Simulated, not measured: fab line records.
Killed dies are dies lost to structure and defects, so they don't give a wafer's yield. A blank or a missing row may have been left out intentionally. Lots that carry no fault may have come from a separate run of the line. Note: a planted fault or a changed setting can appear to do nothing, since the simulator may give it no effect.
Which tool did it? + flow berkeley_cmos170 + 15 lots, 45 wafers sampled, at 6 steps of a route of 331

## WHAT THE GAUGES READ, wafer by wafer
UCB170_PWELL_THK_MEAS_03.
| lot  | measured    | on            | PWELL_OXIDE_THK (nm) |
|------|-------------|---------------|----------------------|
| L293 | day 3 03:10 | film_metro-02 | 26.7 26.8 26.9       |
| L294 | day 3 03:10 | film_metro-01 | 26.3 26.8 26.2       |
| L296 | day 3 08:14 | film_metro-02 | 25.6 25.7 26.0       |
| L295 | day 3 08:15 | film_metro-01 | 26.1 26.6 26.3       |
| L298 | day 3 20:47 | film_metro-03 | 26.6 26.6 26.4       |
| L299 | day 4 03:29 | film_metro-02 | 25.9 26.3 26.3       |
| L303 | day 4 19:35 | film_metro-01 | 25.6 26.3 26.0       |
| L304 | day 5 13:42 | film_metro-02 | 26.7 26.3 26.5       |
| L308 | day 6 09:28 | film_metro-03 | 26.5 26.8 26.5       |
| L310 | day 7 00:51 | film_metro-03 | 26.3 25.9 26.3       |
| L311 | day 7 00:51 | film_metro-02 | 26.4 26.2 26.3       |
| L312 | day 7 11:07 | film_metro-01 | 26.6 26.8 26.7       |
| L313 | day 7 11:07 | film_metro-03 | 26.5 26.7 26.6       |
| L316 | day 7 16:48 | film_metro-01 | 25.2 25.3 25.4       |
| L315 | day 7 16:50 | film_metro-03 | 26.0 26.4 26.0       |

UCB170_NVT_OVL_MEAS_06.
| lot  | measured     | on         | NVT_OVL (nm) |
|------|--------------|------------|--------------|
| L293 | day 7 01:02  | overlay-02 | -2 -2 2      |
| L294 | day 7 01:24  | overlay-02 | -3 1 0       |
| L296 | day 7 01:33  | overlay-01 | -4 5 3       |
| L295 | day 7 01:17  | overlay-01 | 5 9 4        |
| L298 | day 7 16:24  | overlay-01 | -11 -9 -7    |
| L299 | day 8 02:27  | overlay-01 | 4 -6 0       |
| L303 | day 9 01:22  | overlay-02 | 5 -1 -10     |
| L304 | day 9 11:41  | overlay-01 | -5 -6 1      |
| L308 | day 10 04:58 | overlay-02 | 6 5 6        |
| L310 | day 11 00:48 | overlay-01 | -6 -1 0      |
| L311 | day 11 01:02 | overlay-02 | 9 6 4        |
| L312 | day 11 07:55 | overlay-02 | -6 -6 -11    |
| L313 | day 11 07:42 | overlay-02 | -2 5 6       |
| L316 | day 11 07:47 | overlay-01 | 6 6 10       |
| L315 | day 11 14:37 | overlay-01 | 1 8 10       |

UCB170_NSD_CD_MEAS_06: target cd 1200 nm.
| lot  | measured     | on        | cd_nm (nm)           |
|------|--------------|-----------|----------------------|
| L293 | day 8 12:38  | cd_sem-01 | 1197.4 1198.5 1197.7 |
| L294 | day 8 12:00  | cd_sem-01 | 1201.8 1201.8 1200.6 |
| L296 | day 8 12:48  | cd_sem-02 | 1200.6 1199.1 1201.5 |
| L295 | day 8 12:16  | cd_sem-01 | 1198.7 1198.2 1200.0 |
| L298 | day 9 09:53  | cd_sem-02 | 1198.8 1198.2 1199.0 |
| L299 | day 9 13:23  | cd_sem-02 | 1201.2 1200.5 1200.7 |
| L303 | day 10 09:11 | cd_sem-02 | 1198.2 1198.7 1199.7 |
| L304 | day 10 21:12 | cd_sem-01 | 1201.0 1202.3 1200.1 |
| L308 | day 11 15:10 | cd_sem-01 | 1201.0 1202.5 1201.7 |
| L310 | day 12 06:35 | cd_sem-01 | 1199.0 1199.9 1199.0 |
| L311 | day 12 06:02 | cd_sem-01 | 1202.4 1202.2 1201.7 |
| L312 | day 12 19:07 | cd_sem-01 | 1200.3 1200.2 1199.0 |
| L313 | day 12 18:52 | cd_sem-02 | 1200.6 1198.2 1199.9 |
| L316 | day 12 19:12 | cd_sem-02 | 1198.8 1199.5 1199.1 |
| L315 | day 13 05:00 | cd_sem-02 | 1201.0 1200.5 1200.5 |

UCB170_SDANNEAL_RS_MEAS_04: uses a four-point probe to measure.
| lot  | measured     | on            | PLDD_RS (ohm/sq)                          |
|------|--------------|---------------|-------------------------------------------|
| L293 | day 8 14:28  | film_metro-01 | 1032.9 1033.0 1032.0                      |
| L294 | day 8 14:11  | film_metro-03 | 1029.9 1031.6 1028.0                      |
| L296 | day 8 14:58  | film_metro-04 | 1033.2 1033.6 1030.8                      |
| L295 | day 8 14:10  | film_metro-04 | 1033.4 1032.9 1033.8                      |
| L298 | day 9 12:10  | film_metro-03 | 1030.7 1031.8 1031.5                      |
| L299 | day 9 15:15  | film_metro-03 | 1031.8 1030.4 1028.9                      |
| L303 | day 10 10:57 | film_metro-04 | 1029.0 1031.3 1032.2                      |
| L304 | day 10 23:20 | film_metro-04 | 1028.6 1029.8 1032.3                      |
| L308 | day 11 17:43 | film_metro-01 | 1030.4 1031.5 1030.2                      |
| L310 | day 12 08:23 | film_metro-01 | 1034.3 1034.7 1037.3                      |
| L311 | day 12 07:50 | film_metro-04 | 1089.3 1087.4 1084.9 1088.0 1085.9 1083.9 |
| L312 | day 12 21:21 | film_metro-01 | 1087.8 1082.8 1085.2 1086.3 1083.0 1085.5 |
| L313 | day 12 20:58 | film_metro-03 | 1033.0 1029.3 1034.3                      |
| L316 | day 12 21:44 | film_metro-04 | 1027.4 1026.2 1027.8                      |
| L315 | day 13 06:46 | film_metro-04 | 1077.8 1081.9 1079.0 1079.9 1083.8 1080.7 |

UCB170_SDANNEAL_RS_MEAS_05: uses a four-point probe to measure.
| lot  | measured     | on            | NLDD_RS (ohm/sq)  |
|------|--------------|---------------|-------------------|
| L293 | day 8 14:35  | film_metro-01 | 617.9 618.9 617.1 |
| L294 | day 8 14:18  | film_metro-03 | 616.7 615.4 616.4 |
| L296 | day 8 15:05  | film_metro-04 | 614.2 615.5 615.9 |
| L295 | day 8 14:17  | film_metro-04 | 615.4 615.2 616.0 |
| L298 | day 9 12:17  | film_metro-03 | 618.3 617.3 617.6 |
| L299 | day 9 15:22  | film_metro-03 | 617.5 619.1 617.6 |
| L303 | day 10 11:04 | film_metro-04 | 619.5 618.7 617.7 |
| L304 | day 10 23:28 | film_metro-04 | 615.9 616.3 615.5 |
| L308 | day 11 17:50 | film_metro-01 | 616.7 617.0 616.9 |
| L310 | day 12 08:30 | film_metro-01 | 619.1 621.0 620.4 |
| L311 | day 12 11:04 | film_metro-04 | 615.8 616.5 617.2 |
| L312 | day 13 01:53 | film_metro-01 | 614.9 616.2 616.1 |
| L313 | day 12 21:05 | film_metro-03 | 616.6 616.1 616.2 |
| L316 | day 12 21:52 | film_metro-04 | 614.8 616.1 615.1 |
| L315 | day 13 08:58 | film_metro-04 | 618.0 617.5 616.5 |

## WHAT TOOL EACH LOT RAN ON (gives the tool, then ch and the chambers of the sampled wafers, and finally the start)
| lot  | UCB170_PLDD_IMPLANT_09          |
|------|---------------------------------|
| L293 | implanter-01 ch 0, day 7 22:01  |
| L294 | implanter-04 ch 0, day 7 21:34  |
| L296 | implanter-04 ch 0, day 7 22:06  |
| L295 | implanter-03 ch 0, day 7 21:50  |
| L298 | implanter-04 ch 0, day 8 16:07  |
| L299 | implanter-03 ch 0, day 9 02:04  |
| L303 | implanter-03 ch 0, day 9 20:17  |
| L304 | implanter-04 ch 0, day 10 07:45 |
| L308 | implanter-03 ch 0, day 11 02:22 |
| L310 | implanter-01 ch 0, day 11 18:31 |
| L311 | implanter-04 ch 0, day 11 18:19 |
| L312 | implanter-04 ch 0, day 12 06:38 |
| L313 | implanter-01 ch 0, day 12 06:27 |
| L316 | implanter-01 ch 0, day 12 06:42 |
| L315 | implanter-04 ch 0, day 12 15:08 |
- UCB170_PLDD_IMPLANT_09

## AS READ BY THE TOOLS THEMSELVES (means over the sampled wafers that have a number; for cases with no such wafer, the mark the record gives instead)
UCB170_PLDD_IMPLANT_09.
| lot  | tool         | beam_energy_keV | dose_ions_cm2 | end_station_pressure_torr (Torr) | faraday_current_uA |
|------|--------------|-----------------|---------------|----------------------------------|--------------------|
| L293 | implanter-01 | 10.002          | 4.999e+13     | 4.79e-06                         | 159.4              |
| L294 | implanter-04 | 10.003          | 5.005e+13     | 4.91e-06                         | 157.5              |
| L296 | implanter-04 | 10.003          | 4.990e+13     | 5.27e-06                         | 154.4              |
| L295 | implanter-03 | 10.000          | 5.007e+13     | 4.94e-06                         | 160.4              |
| L298 | implanter-04 | 10.001          | 4.996e+13     | 5.29e-06                         | 160.7              |
| L299 | implanter-03 | 10.000          | 4.995e+13     | 5.40e-06                         | 156.1              |
| L303 | implanter-03 | 9.999           | 4.997e+13     | 5.08e-06                         | 158.9              |
| L304 | implanter-04 | 10.002          | 5.010e+13     | 5.10e-06                         | 157.9              |
| L308 | implanter-03 | 10.002          | 5.007e+13     | 4.81e-06                         | 158.4              |
| L310 | implanter-01 | 9.998           | 5.005e+13     | 5.16e-06                         | 157.9              |
| L311 | implanter-04 | 10.000          | 4.401e+13     | 4.94e-06                         | 140.7              |
| L312 | implanter-04 | 10.003          | 4.396e+13     | 4.91e-06                         | 136.1              |
| L313 | implanter-01 | 10.000          | 4.994e+13     | 4.93e-06                         | 160.1              |
| L316 | implanter-01 | 10.000          | 4.998e+13     | 5.52e-06                         | 159.6              |
| L315 | implanter-04 | 10.000          | 4.404e+13     | 5.11e-06                         | 138.5              |

## THE ANSWER, worked out from the rows above alone
Rule: usual is defined by the lots themselves. Put in order of their means at a reading, lots are off if they are a third of the lots or fewer, leave a main group of 4 or more, and stand apart from it by a gap of 3 or more times the standard deviation of the main group's means; of several such gaps the widest counts. A main group is skipped when, at the precision printed for the reading in the tables above, its means are all equal. Also off: a lot with no number at a reading for which 4 or more lots have one. All remaining lots with rows at the step are treated as sound. First the gauges in route order, then the tools' own readings, where a lot's mean is used as printed above. The first step at which some lot is off is used, and at that step the reading that is off furthest; a lot without a number counts as furthest.
Off: at UCB170_SDANNEAL_RS_MEAS_04 (PLDD_RS), L311, L312, L315. Mean 1031.4 ohm/sq and standard deviation 2 in the main group.
A tool fits if, at a process step before that reading, it ran every lot that is off, and no sound lot after the first of them. Not tried: the gauges at UCB170_SDANNEAL_RS_MEAS_04; whatever is off there is also off at UCB170_PLDD_IMPLANT_09, on other tools, and gauge error can't account for it. One candidate fits, namely implanter-04 at UCB170_PLDD_IMPLANT_09. A fault onset in the window from L304 (day 10 07:45, its last sound lot) to L311 (day 11 18:19, its first lot off) fits.
The tool's own readings at UCB170_PLDD_IMPLANT_09 bear it out: on the lots that are off they differ by more than 5 times the standard deviation of the sound lots' means. dose_ions_cm2 reads 4.400e+13 there against 5.000e+13 on the sound lots; faraday_current_uA reads 138.4 there against 158.4 on the sound lots.

## WHAT THE SIMULATOR HAD INSERTED
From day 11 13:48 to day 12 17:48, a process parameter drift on implanter-04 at UCB170_PLDD_IMPLANT_09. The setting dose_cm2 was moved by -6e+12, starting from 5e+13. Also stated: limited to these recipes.
Shown lots that were struck: L311, L312, L315. Same finding as the rule above.
